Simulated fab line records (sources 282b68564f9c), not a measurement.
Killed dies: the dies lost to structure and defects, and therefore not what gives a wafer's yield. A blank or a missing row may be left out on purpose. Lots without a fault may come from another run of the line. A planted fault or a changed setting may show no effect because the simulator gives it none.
Struck lot and sound lot, side by side || flow rit cmos || 20 steps out of a route of 202
Sound: these wafers, L311.1, L311.2, L311.5. Struck: wafers L309.1, L309.3, L309.5. Last of all comes the cause.
Per side, at each step with rows, come the tool, then ch with its chambers, and then its first start. Under that, the readings that differ: sound wafers || struck wafers || difference of the means || sigmas: that difference in standard deviations of wafers without a fault.
alike: readings with means less than 2 such deviations apart, plus words and numbers identical on both sides. not compared: withheld readings, readings lacking a value on some wafer, bounds such as >300 that could conceal the same value, and numbers that have no deviation in the record and whose values overlap.
A row with sigmas, a row that says differs or no value, or rows on one side alone: a step with any of these is where the two part. Numbers that have no deviation but don't overlap get no sigmas and don't part them. A reading missing from all wafers of one side parts the sides only when that side holds two or more wafers.

first, 4 steps without rows for these wafers: RIT_ACTIVE_SOFTBAKE_07 (time 60 s); RIT_ACTIVE_EXPOSE_08 (exposes mask M1, target cd 1400 nm); RIT_ACTIVE_PEB_09; RIT_ACTIVE_DEVELOP_10 (develop time 50 s).
RIT_ACTIVE_CD_MEAS_11 targets a cd of 1400 nm.
  sound on cd sem-01, day 3 17:06; struck on cd sem-02, day 3 08:35
  alike: cd nm
then, 1 step without rows for these wafers: RIT_ACTIVE_HARDBAKE_12 (time 60 s).
RIT_ACTIVE_ETCH_13: etches Si3N4 in SF6, stops on SiO2, time 210 s, target depth 210 nm.
  sound on rie diel-04 ch 0,3, day 3 17:29; struck on rie diel-01 ch 1,3, day 3 08:51
  alike: drypump motor current A, oes product au, throttle valve pct
  not compared: rf hours counter h
RIT_ACTIVE_STRIP_14: strips in O2, time 180 s.
  sound on plasma asher-01 ch 0,1, day 3 17:37; struck on plasma asher-02 ch 1, day 3 08:59
  alike: drypump motor current A
  not compared: rf hours counter h
RIT_ACTIVE_CD_MEAS_90 targets a cd of 1400 nm.
  sound on cd sem-01, day 3 17:47; struck on cd sem-01, day 3 09:10
  alike: cd nm
then, 3 steps without rows for these wafers: RIT_ACTIVE_CLEAN_15 (cleans in SC1, time 600 s); RIT_ACTIVE_CLEAN_16 (cleans in dHF, time 30 s); RIT_ACTIVE_CLEAN_17 (cleans in SC2, time 600 s).
RIT_FOX1_OXIDATION_00: target thk 350.7 nm, ox time 1130 s.
  sound on furnace-01 ch 0, day 3 20:20; struck on furnace-04 ch 0, day 3 11:10
{"reading": "ox temp c max", "sound": "1102.6 1102.3 1103.7", "struck": "1106.7 1105.8 1103.5", "difference": "+2.5", "sigmas": "+2"}
{"reading": "zone power source pct (%)", "sound": "45 45 46", "struck": "34 33 34", "difference": -12, "sigmas": -2}
  alike: tube_center_temp_C_max
RIT_FOX1_THK_MEAS_01:
  sound on film metro-01, day 3 21:39; struck on film metro-04, day 3 12:28
{"reading": "FOX1_OXIDE_THK (nm)", "sound": "345 352 352", "struck": "524 528 516", "difference": "+173", "sigmas": "+31"}
RIT_FOX1_WET_ETCH_02: etches SiO2 in BOE, target depth 350 nm, time 390 s.
  sound on wet bench-01 ch 3, day 3 21:43; struck on wet bench-03 ch 1, day 3 12:32
{"reading": "model.Si3N4_of_ACTIVE_CVD_03.thk nm (nm)", "sound": "137.4 136.7 136.9", "struck": "135.2 135 134.7", "difference": -2.0, "sigmas": ""}
  alike: bath heat duty pct
then, 1 step without rows for these wafers: RIT_FOX2_OXIDATION_00 (target thk 350.7 nm, ox time 1130 s).
RIT_FOX2_THK_MEAS_01:
  sound on film metro-03, day 3 23:29; struck on film metro-01, day 3 14:44
  alike: FOX2_OXIDE_THK
RIT_FOX2_CLEAN_02: cleans in dHF, time 180 s.
  sound on wet bench-03 ch 2, day 3 23:33; struck on wet bench-03 ch 1, day 3 14:49
{"reading": "model.Si3N4_of_ACTIVE_CVD_03.thk nm (nm)", "sound": "130.4 129.6 129.9", "struck": "128.1 128 127.6", "difference": -2.1, "sigmas": ""}
then, 1 step without rows for these wafers: RIT_FOX2_WET_ETCH_03 (etches Si3N4 in H3PO4, target depth 195 nm, time 2700 s).
RIT_M1_PROBE_99:
  sound on prober-02, day 5 17:13; struck on prober-02, day 5 09:55
  alike: killed at front end, killed dies, killed open, killed short

WHERE THEY PART
Last at RIT_FOX1_THK_MEAS_01 as far as this record goes, first at RIT_FOX1_OXIDATION_00. Later steps at which nothing parts them and some readings are alike: RIT_FOX1_WET_ETCH_02, RIT_FOX2_THK_MEAS_01, RIT_M1_PROBE_99.

WHY: whatever the simulator had introduced
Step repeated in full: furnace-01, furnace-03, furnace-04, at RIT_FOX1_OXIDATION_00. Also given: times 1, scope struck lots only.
